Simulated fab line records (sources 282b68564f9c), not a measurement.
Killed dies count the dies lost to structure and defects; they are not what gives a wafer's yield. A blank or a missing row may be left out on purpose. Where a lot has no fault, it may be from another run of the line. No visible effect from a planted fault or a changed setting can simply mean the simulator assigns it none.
A lot that was struck, set against a sound lot || flow rit_cmos || 21 out of 202 route steps
Sound: the wafers L951.1, L951.3, L951.5. Struck: wafers L959.2, L959.4, L959.5. The cause is named last.
Per side, at each step with rows, come the tool, then ch with its chambers, and then its first start. Under that, the readings that differ: sound wafers || struck wafers || difference of the means || sigmas: that difference in standard deviations of wafers without a fault.
alike: same words and numbers on both sides, and readings whose means sit less than 2 such deviations apart. not compared: any withheld reading, any reading some wafer has no value for, any bound like >300 that may hide the same value, and any number with overlapping values for which the record gives no deviation.
The two part at a step that has a row with sigmas, a row that says differs or no value, or rows on one side only. Numbers that don't overlap but have no deviation are shown without sigmas and don't part them. A reading missing from all wafers of one side parts the sides only when that side holds two or more wafers.

first, 6 steps without rows for these wafers: RIT_NRETRO_HMDS_00 (prime time 60 s); RIT_NRETRO_COAT_01 (resist thk 1300 nm); RIT_NRETRO_SOFTBAKE_02 (time 60 s); RIT_NRETRO_EXPOSE_03 (exposes mask M4, target cd 43900 nm); RIT_NRETRO_PEB_04; RIT_NRETRO_DEVELOP_05 (develop time 68 s).
RIT_NRETRO_OVL_MEAS_06:
  struck on overlay-02, day 6 06:42; sound on overlay-01, day 4 23:17
  alike: NRETRO_OVL
then, 2 steps without rows for these wafers: RIT_NRETRO_HARDBAKE_07 (time 120 s); RIT_NRETRO_IMPLANT_08.
RIT_NRETRO_STRIP_09: strips in O2, time 180 s.
  sound on plasma_asher-03 ch 0,1, day 4 23:43; struck on plasma_asher-02 ch 0,1, day 6 07:08
  alike: drypump_motor_current_A
  not compared: rf_hours_counter_h
RIT_NRETRO_TW_MEAS_10:
  struck on film_metro-01, day 6 07:19; sound on film_metro-03, day 4 23:54
  alike: NRETRO_TW
then, 1 step without rows for these wafers: RIT_PRETRO_HMDS_00 (prime time 60 s).
RIT_PRETRO_COAT_01: resist thk 1300 nm.
  sound on litho_track-03 ch 0, day 5 00:24; struck on litho_track-03 ch 0, day 6 07:32
{"reading": "spin_speed_rpm (rpm)", "sound": "1998.0 1999.4 1998.0", "struck": "2119.8 2120.7 2123.9", "difference": "+123.0", "sigmas": "+88"}
{"reading": "model.NOVOLAK_of_PRETRO_COAT_01.thk_nm (nm)", "sound": "1304 1298 1300", "struck": "1253 1257 1257", "difference": -45, "sigmas": ""}
  alike: dispense_pressure_kPa
then, 4 steps without rows for these wafers: RIT_PRETRO_SOFTBAKE_02 (time 60 s); RIT_PRETRO_EXPOSE_03 (exposes mask M5, target cd 43700 nm); RIT_PRETRO_PEB_04; RIT_PRETRO_DEVELOP_05 (develop time 68 s).
RIT_PRETRO_OVL_MEAS_06:
  struck on overlay-01, day 6 08:35; sound on overlay-02, day 5 01:22
  alike: PRETRO_OVL
RIT_PRETRO_HARDBAKE_07: time 120 s.
  sound on litho_track-02 ch 0, day 5 01:23; struck on litho_track-01 ch 0, day 6 08:46
{"reading": "model.NOVOLAK_of_PRETRO_COAT_01.thk_nm (nm)", "sound": "1140 1135 1137", "struck": "1097 1100 1099", "difference": -39, "sigmas": ""}
then, 2 steps without rows for these wafers: RIT_PRETRO_IMPLANT_08; RIT_M1_PROBE_99.

== WHERE THEY PART ==
RIT_PRETRO_COAT_01 only, going by this record. Later steps at which nothing parts them and some readings are alike: RIT_PRETRO_OVL_MEAS_06.

WHY: what had been put in by the simulator
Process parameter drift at RIT_PRETRO_COAT_01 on litho_track-03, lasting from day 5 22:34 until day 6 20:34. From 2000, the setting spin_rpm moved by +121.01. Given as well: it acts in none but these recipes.
